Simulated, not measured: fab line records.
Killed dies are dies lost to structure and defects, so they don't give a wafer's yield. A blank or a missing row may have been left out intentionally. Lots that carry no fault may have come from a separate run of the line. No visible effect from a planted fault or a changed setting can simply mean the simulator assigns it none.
Shared-tool check	flow rit_cmos	Sampled: 14 lots, 42 wafers

THE REASON FOR OPENING IT
At RIT_ACTIVE_THK_MEAS_04 the reading ACTIVE_NITRIDE_THK is flagged on 2 of 14 lots. Wafers without a fault read 150.2 nm, standard deviation 1.3.
Rule: a lot is flagged when every wafer of it that has a number lies more than 4 standard deviations from that mean, or none has a number. As for the other lots, they are considered sound.

lot	measured	on	ACTIVE_NITRIDE_THK (nm), wafer by wafer	flag
L280	day 1 13:39	film_metro-03	152.5 152.4 153.6	
L283	day 2 04:33	film_metro-04	150.6 149.6 149.4	
L285	day 2 14:39	film_metro-04	149.1 149.7 150.8	
L286	day 2 21:31	film_metro-03	151.9 151.3 151.6	
L287	day 3 01:21	film_metro-03	148.0 148.8 148.6	
L288	day 3 05:38	film_metro-03	149.9 149.8 151.0	
L289	day 3 11:51	film_metro-03	151.5 151.6 151.7	
L290	day 3 15:32	film_metro-04	150.5 149.9 148.4	
L292	day 4 01:32	film_metro-02	149.0 148.0 149.5	
L293	day 4 08:19	film_metro-03	153.0 153.1 152.7	
L294	day 4 11:32	film_metro-04	149.4 149.5 148.3	
L295	day 4 17:52	film_metro-02	149.8 150.9 149.8	
L296	day 4 22:07	film_metro-02	181.1 166.8 157.3	FLAGGED
L297	day 5 02:46	film_metro-03	180.3 164.4 155.4	FLAGGED
The mean of the flagged lots' numbers is 167.6 nm, +17.4 nm from the usual (+13 standard deviations).

TOOL THAT RAN EACH LOT
The record holds 1 process step before the reading, out of a route of 202 steps. Each cell gives the tool, then ch followed by the chambers the sampled wafers passed through, then the start.
lot	flag	RIT_ACTIVE_CVD_03
L280		lpcvd-01 ch 1, day 1 12:13
L283		lpcvd-01 ch 1, day 2 03:08
L285		lpcvd-01 ch 0, day 2 13:13
L286		lpcvd-02 ch 0, day 2 20:05
L287		lpcvd-01 ch 1, day 2 23:56
L288		lpcvd-01 ch 0, day 3 04:14
L289		lpcvd-01 ch 1, day 3 10:25
L290		lpcvd-01 ch 1, day 3 14:07
L292		lpcvd-01 ch 0, day 4 00:07
L293		lpcvd-02 ch 0, day 4 06:53
L294		lpcvd-02 ch 0, day 4 10:07
L295		lpcvd-01 ch 0, day 4 16:27
L296	FLAGGED	lpcvd-02 ch 0, day 4 20:41
L297	FLAGGED	lpcvd-02 ch 0, day 5 01:20
What is done by these steps:
- RIT_ACTIVE_CVD_03: deposits Si3N4 from SiH2Cl2/NH3, target thk 150 nm, time 1500 s.
- RIT_ACTIVE_THK_MEAS_04

FLAGGED AGAINST TOTAL, ONE TOOL AT A TIME (gauges that did the reading follow at the end)
step	tool	lots run	flagged	share of the flagged lots	sound lots run after its first flagged lot
RIT_ACTIVE_CVD_03	lpcvd-01	9	0	none	-
RIT_ACTIVE_CVD_03	lpcvd-02	5	2	all	0
RIT_ACTIVE_THK_MEAS_04	film_metro-02	3	1	some	0
RIT_ACTIVE_THK_MEAS_04	film_metro-03	7	1	some	0
RIT_ACTIVE_THK_MEAS_04	film_metro-04	4	0	none	-

WHAT THE TABLE PERMITS
Rows of the table that ran each flagged lot: 1, that is lpcvd-02 at RIT_ACTIVE_CVD_03.
- lpcvd-02 at RIT_ACTIVE_CVD_03 ran 5 lots, 2 of them flagged. It ran its last sound lot, L294, at day 4 10:07 and its first flagged lot, L296, at day 4 20:41: a fault with its onset between the two fits. Its own readings (spike_tc_centre_C, zone_power_centre_pct, zone_power_source_pct) fall more than 4 standard deviations out on all wafers of the flagged lots.
What remains is a single tool, lpcvd-02 at RIT_ACTIVE_CVD_03.

WHAT HAD BEEN PUT IN BY THE SIMULATOR
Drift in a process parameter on lpcvd-02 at RIT_ACTIVE_CVD_03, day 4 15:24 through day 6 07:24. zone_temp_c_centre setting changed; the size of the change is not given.
Shown lots that were struck: L296, L297. The same result came from the rule above.
